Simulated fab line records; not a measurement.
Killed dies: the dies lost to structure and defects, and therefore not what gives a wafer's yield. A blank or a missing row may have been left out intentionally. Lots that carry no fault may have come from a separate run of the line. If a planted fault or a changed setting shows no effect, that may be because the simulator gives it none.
Lot-split experiment :: flow rit cmos :: 5 lots, 23 wafers read, on a route of 202 steps

ON THE SPLIT
At RIT_GATE_COAT_11 (resist thk 850 nm), the setting spin rpm was moved away from the recipe's 4250 rpm on 7 of the 23 wafers read, by -6.8% to +5.2%. The other wafers ran this setting at the recipe's value.

FROM THE SPLIT TO THE READING: what the file shows between them, 4 steps
- RIT_GATE_EXPOSE_13: exposes mask M6, target cd 150 nm (also split here: dose mj)
- RIT_GATE_PEB_14
- RIT_GATE_DEVELOP_15: develop time 50 s
- RIT_GATE_CD_MEAS_16: target cd 150 nm

THE READING
NOVOLAK_of_GATE_COAT_11.thk nm (the simulator's own value, which no gauge read), in nm, at RIT_GATE_HARDBAKE_18 (time 60 s). The file does not state a usual value for it. Across the 16 wafers here that went through the recipe, the average is 753.9 nm and the standard deviation 2.9 nm.

wafer: L078.2
tool, chamber at the split: litho track-01, 0
spin rpm as run, rpm: 4250
against the recipe: recipe
NOVOLAK_of_GATE_COAT_11.thk nm, nm: 752.7
against lot-mates on the recipe: -

wafer: L078.3
tool, chamber at the split: litho track-01, 0
spin rpm as run, rpm: 4250
against the recipe: recipe
NOVOLAK_of_GATE_COAT_11.thk nm, nm: 753.5
against lot-mates on the recipe: -

wafer: L078.4
tool, chamber at the split: litho track-01, 0
spin rpm as run, rpm: 4250
against the recipe: recipe
NOVOLAK_of_GATE_COAT_11.thk nm, nm: 753.2
against lot-mates on the recipe: -

wafer: L078.5
tool, chamber at the split: litho track-01, 0
spin rpm as run, rpm: 4473
against the recipe: +5.2%
NOVOLAK_of_GATE_COAT_11.thk nm, nm: 735.4
against lot-mates on the recipe: -17.7

wafer: L078.6
tool, chamber at the split: litho track-01, 0
spin rpm as run, rpm: 4473
against the recipe: +5.2%
NOVOLAK_of_GATE_COAT_11.thk nm, nm: 735.2
against lot-mates on the recipe: -17.9

wafer: L079.2
tool, chamber at the split: litho track-01, 0
spin rpm as run, rpm: 4250
against the recipe: recipe
NOVOLAK_of_GATE_COAT_11.thk nm, nm: 757.8
against lot-mates on the recipe: -

wafer: L079.3
tool, chamber at the split: litho track-01, 0
spin rpm as run, rpm: 4250
against the recipe: recipe
NOVOLAK_of_GATE_COAT_11.thk nm, nm: 759.4
against lot-mates on the recipe: -

wafer: L079.6
tool, chamber at the split: litho track-01, 0
spin rpm as run, rpm: 4250
against the recipe: recipe
NOVOLAK_of_GATE_COAT_11.thk nm, nm: 760.5
against lot-mates on the recipe: -

wafer: L080.1
tool, chamber at the split: litho track-01, 0
spin rpm as run, rpm: 3962
against the recipe: -6.8%
NOVOLAK_of_GATE_COAT_11.thk nm, nm: 779.7
against lot-mates on the recipe: +27.2

wafer: L080.2
tool, chamber at the split: litho track-01, 0
spin rpm as run, rpm: 3962
against the recipe: -6.8%
NOVOLAK_of_GATE_COAT_11.thk nm, nm: 778.7
against lot-mates on the recipe: +26.2

wafer: L080.4
tool, chamber at the split: litho track-01, 0
spin rpm as run, rpm: 4250
against the recipe: recipe
NOVOLAK_of_GATE_COAT_11.thk nm, nm: 753.1
against lot-mates on the recipe: -

wafer: L080.5
tool, chamber at the split: litho track-01, 0
spin rpm as run, rpm: 4250
against the recipe: recipe
NOVOLAK_of_GATE_COAT_11.thk nm, nm: 752.6
against lot-mates on the recipe: -

wafer: L080.6
tool, chamber at the split: litho track-01, 0
spin rpm as run, rpm: 4250
against the recipe: recipe
NOVOLAK_of_GATE_COAT_11.thk nm, nm: 751.7
against lot-mates on the recipe: -

wafer: L083.1
tool, chamber at the split: litho track-03, 0
spin rpm as run, rpm: 4250
against the recipe: recipe
NOVOLAK_of_GATE_COAT_11.thk nm, nm: 750
against lot-mates on the recipe: -

wafer: L083.2
tool, chamber at the split: litho track-03, 0
spin rpm as run, rpm: 4449
against the recipe: +4.7%
NOVOLAK_of_GATE_COAT_11.thk nm, nm: 735.8
against lot-mates on the recipe: -14.2

wafer: L083.3
tool, chamber at the split: litho track-03, 0
spin rpm as run, rpm: 4449
against the recipe: +4.7%
NOVOLAK_of_GATE_COAT_11.thk nm, nm: 735.3
against lot-mates on the recipe: -14.7

wafer: L083.4
tool, chamber at the split: litho track-03, 0
spin rpm as run, rpm: 4250
against the recipe: recipe
NOVOLAK_of_GATE_COAT_11.thk nm, nm: 749.9
against lot-mates on the recipe: -

wafer: L083.6
tool, chamber at the split: litho track-03, 0
spin rpm as run, rpm: 4449
against the recipe: +4.7%
NOVOLAK_of_GATE_COAT_11.thk nm, nm: 732.9
against lot-mates on the recipe: -17.1

wafer: L084.2
tool, chamber at the split: litho track-04, 0
spin rpm as run, rpm: 4250
against the recipe: recipe
NOVOLAK_of_GATE_COAT_11.thk nm, nm: 753.5
against lot-mates on the recipe: -

wafer: L084.3
tool, chamber at the split: litho track-04, 0
spin rpm as run, rpm: 4250
against the recipe: recipe
NOVOLAK_of_GATE_COAT_11.thk nm, nm: 753.1
against lot-mates on the recipe: -

wafer: L084.4
tool, chamber at the split: litho track-04, 0
spin rpm as run, rpm: 4250
against the recipe: recipe
NOVOLAK_of_GATE_COAT_11.thk nm, nm: 753.7
against lot-mates on the recipe: -

wafer: L084.5
tool, chamber at the split: litho track-04, 0
spin rpm as run, rpm: 4250
against the recipe: recipe
NOVOLAK_of_GATE_COAT_11.thk nm, nm: 754
against lot-mates on the recipe: -

wafer: L084.6
tool, chamber at the split: litho track-04, 0
spin rpm as run, rpm: 4250
against the recipe: recipe
NOVOLAK_of_GATE_COAT_11.thk nm, nm: 752.9
against lot-mates on the recipe: -

FIT RESULTS
A straight line over all 23 wafers: NOVOLAK_of_GATE_COAT_11.thk nm changes by -3.79 nm for each +1% of spin rpm; r = -0.98; the points scatter about the line by 2.6 nm.
The same after taking each lot's own level away (the mean of its wafers on the recipe; 23 wafers): -3.62 nm for each +1%; r = -1.00; scatter 1.1 nm.
Per that fit: largest spin rpm move, reading shift of 25 nm.
The lots' own levels span 749.95 to 759.23 nm, that is 3.2 times the standard deviation above.
The two slopes are in agreement: the lot-to-lot level therefore moves the slope only a little.
Check: +24.1 nm against its lot-mates is what the line predicts for one of the wafers moved furthest among these (-6.8%) when that wafer is left out of the fit. It came out at +27.2 nm against them.

THESE WAFERS: OTHER SPLITS
These wafers also went through other splits before the reading. Each is held against what the fit with the lots' levels taken away leaves over:
other split on the same wafers: RIT_GATE_EXPOSE_13 dose mj
wafers away from the commonest value: 7
r with NOVOLAK_of_GATE_COAT_11.thk nm (lot level and that fit taken away): +0.09

THE WHOLE CHAIN: every reading that the file lists as answering this split, in the file's order
step: RIT_GATE_COAT_11
what it does: resist thk 850 nm
reading: NOVOLAK_of_GATE_COAT_11.thk nm (the simulator's own value, which no gauge read)
change (the file's fit): -4.15 nm for each +1% of the setting
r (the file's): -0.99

step: RIT_GATE_HARDBAKE_18
what it does: time 60 s
reading: NOVOLAK_of_GATE_COAT_11.thk nm (the simulator's own value, which no gauge read)
change (the file's fit): -3.63 nm for each +1% of the setting
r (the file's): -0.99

THE FILE'S OWN FIT
NOVOLAK_of_GATE_COAT_11.thk nm changes by -3.63 nm for each +1% of spin rpm, r = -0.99.
